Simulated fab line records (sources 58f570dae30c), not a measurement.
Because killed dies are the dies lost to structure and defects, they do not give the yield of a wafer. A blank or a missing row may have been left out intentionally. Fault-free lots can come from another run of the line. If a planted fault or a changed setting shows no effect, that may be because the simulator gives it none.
A struck lot beside a sound one | flow berkeley_cmos170 | 13 out of 331 route steps
Sound: wafers L463.1, L463.3, L463.6. Wafers struck: L456.4, L456.5, L456.6. The cause comes at the end.
Order at every step that has rows: each side's tool, ch and its chambers, its first start. Under that, the readings that differ: sound wafers | struck wafers | difference of the means | sigmas: that difference in standard deviations of wafers without a fault.
alike: readings with means less than 2 such deviations apart, plus words and numbers identical on both sides. not compared: withheld readings, readings lacking a value on some wafer, bounds such as >300 that could conceal the same value, and numbers that have no deviation in the record and whose values overlap.
Wherever a step has rows on one side only, a row that says differs or no value, or a row with sigmas, the two part there. Non-overlapping numbers with no deviation appear without sigmas and do not part them. A reading missing from all wafers of one side parts the sides only when that side holds two or more wafers.

UCB170_START_BOW_MEAS_00:
  sound: film_metro-04 at day 5 09:01; struck: film_metro-03 at day 3 22:04
  alike: INCOMING_BOW
then, 2 steps without rows for these wafers: UCB170_START_CLEAN_01 (cleans in dHF, time 60 s); UCB170_START_OXIDATION_02 (target thk 20 nm, ox time 1800 s).
UCB170_START_THK_MEAS_03:
  sound: film_metro-03 at day 5 12:44; struck: film_metro-03 at day 4 03:19
  alike: START_OXIDE_THK
then, 4 steps without rows for these wafers: UCB170_START_ANNEAL_04 (time 1200 s); UCB170_ZERO_HMDS_00 (prime time 60 s); UCB170_ZERO_COAT_01 (resist thk 900 nm); UCB170_ZERO_SOFTBAKE_02 (time 60 s).
UCB170_ZERO_EXPOSE_03: exposes mask PM MARKS, target cd 4000 nm.
  sound on krf_scanner-01 ch 0, day 5 16:07; struck on krf_scanner-01, day 4 06:30
  no value came back on the struck wafers for exposure_dose_mJ_cm2, focus_offset_nm (nm), na; on the sound wafers exposure_dose_mJ_cm2 reads 30.053 29.993 30.037
  alike: mask
then, 2 steps without rows for these wafers: UCB170_ZERO_PEB_04; UCB170_ZERO_DEVELOP_05 (develop time 45 s).
UCB170_ZERO_ETCH_06: etches SiO2 in CHF3/CF4/Ar, time 12 s.
  sound on rie_diel-03 ch 1,3, day 5 16:54; struck on rie_diel-03 ch 0,1,3, day 4 06:50
  reading               | sound             | struck            | difference | sigmas
  oes_product_au (a.u.) | 0.633 0.627 0.630 | 0.384 0.374 0.365 | -0.256     | -28
  alike: drypump_motor_current_A, throttle_valve_pct
  not compared: rf_hours_counter_h
UCB170_ZERO_STRIP_07: strips in O2.
  sound on plasma_asher-03 ch 1, day 5 16:55; struck on plasma_asher-03 ch 0,1, day 4 06:53
  alike: drypump_motor_current_A, oes_product_au, strip_time_to_endpoint_s
  not compared: rf_hours_counter_h

## WHERE THEY PART
First at UCB170_ZERO_EXPOSE_03; last, within this record, at UCB170_ZERO_ETCH_06. Later steps at which nothing parts them and some readings are alike: UCB170_ZERO_STRIP_07.

WHY: what the simulator had put in
Whole step skipped at UCB170_ZERO_EXPOSE_03 on krf_scanner-01, starting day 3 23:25. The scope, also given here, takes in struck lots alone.
